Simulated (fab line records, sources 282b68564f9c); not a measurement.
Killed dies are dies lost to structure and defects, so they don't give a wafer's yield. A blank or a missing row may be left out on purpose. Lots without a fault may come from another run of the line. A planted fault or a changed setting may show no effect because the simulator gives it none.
One fault seen from 2 desks | flow rit_cmos | each desk has only its own numbers; what lay behind them comes last

THE TOOL OWNER'S DESK: iline_stepper-01
The tool's own readings at RIT_CONTACT_EXPOSE_05 (exposes mask M11, target cd 1000 nm): means of the sampled wafers that have a number, for each lot that ran on this tool. A lot is out of limits, marked OUT, if its mean lies more than 4 standard deviations from the usual mean; the brackets give that distance.
Columns: A = exposure_dose_mJ_cm2 at RIT_CONTACT_EXPOSE_05, usual 250.3
lot  | first seen here | A
L794 | day 3 02:26     | 249.7
L795 | day 3 08:37     | 250.2
L796 | day 3 13:38     | 250.0
L797 | day 3 19:24     | 249.9
L798 | day 3 23:27     | 213.4 (-75) OUT
L799 | day 4 03:32     | 220.9 (-60) OUT
This desk's finding: out of limits on L798, L799; first on L798, day 3 23:27 (exposure_dose_mJ_cm2 at RIT_CONTACT_EXPOSE_05). In limits: L794, L795, L796, L797.

THE METROLOGY DESK
What the gauges read, lot by lot, whatever tool the lot ran on: means of the sampled wafers that have a number. A lot is out of limits, marked OUT, if its mean lies more than 4 standard deviations from the usual mean; the brackets give that distance.
Columns: A = cd_nm at RIT_CONTACT_CD_MEAS_08, usual 1000.0 nm
lot  | first seen here | A
L794 | day 3 02:56     | 998.6
L795 | day 3 09:08     | 1002.2
L796 | day 3 14:08     | 999.9
L797 | day 3 19:55     | 1002.3
L798 | day 4 00:00     | 957.7 (-20) OUT
L799 | day 4 04:03     | 965.1 (-17) OUT
L800 | day 4 08:49     | 1001.4
L801 | day 4 14:55     | 996.8
L806 | day 5 15:29     | 1001.7
L810 | day 6 11:53     | 996.6
L812 | day 6 21:37     | 997.1
L814 | day 7 08:14     | 999.4
L815 | day 7 12:14     | 1000.3
This desk's finding: out of limits on L798, L799; first on L798, day 4 00:00 (cd_nm at RIT_CONTACT_CD_MEAS_08). In limits: L794, L795, L796, L797, L800, L801, L806, L810, L812, L814, L815.

PUT TOGETHER
The tool owner's desk could have raised an alarm at day 3 23:27, on L798, L799.
The metrology desk could have raised an alarm at day 4 00:00, on L798, L799.
Of the lots named, all ran RIT_CONTACT_EXPOSE_05 on iline_stepper-01.

WHAT THE SIMULATOR HAD PUT IN
Process parameter drift: iline_stepper-01, from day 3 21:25 on, at RIT_CONTACT_EXPOSE_05. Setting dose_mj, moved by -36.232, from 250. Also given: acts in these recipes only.
Lots struck among those shown: L798, L799.
Hours from the fault's start to each desk's first reading out of limits: the tool owner's desk, 2; the metrology desk, 3.
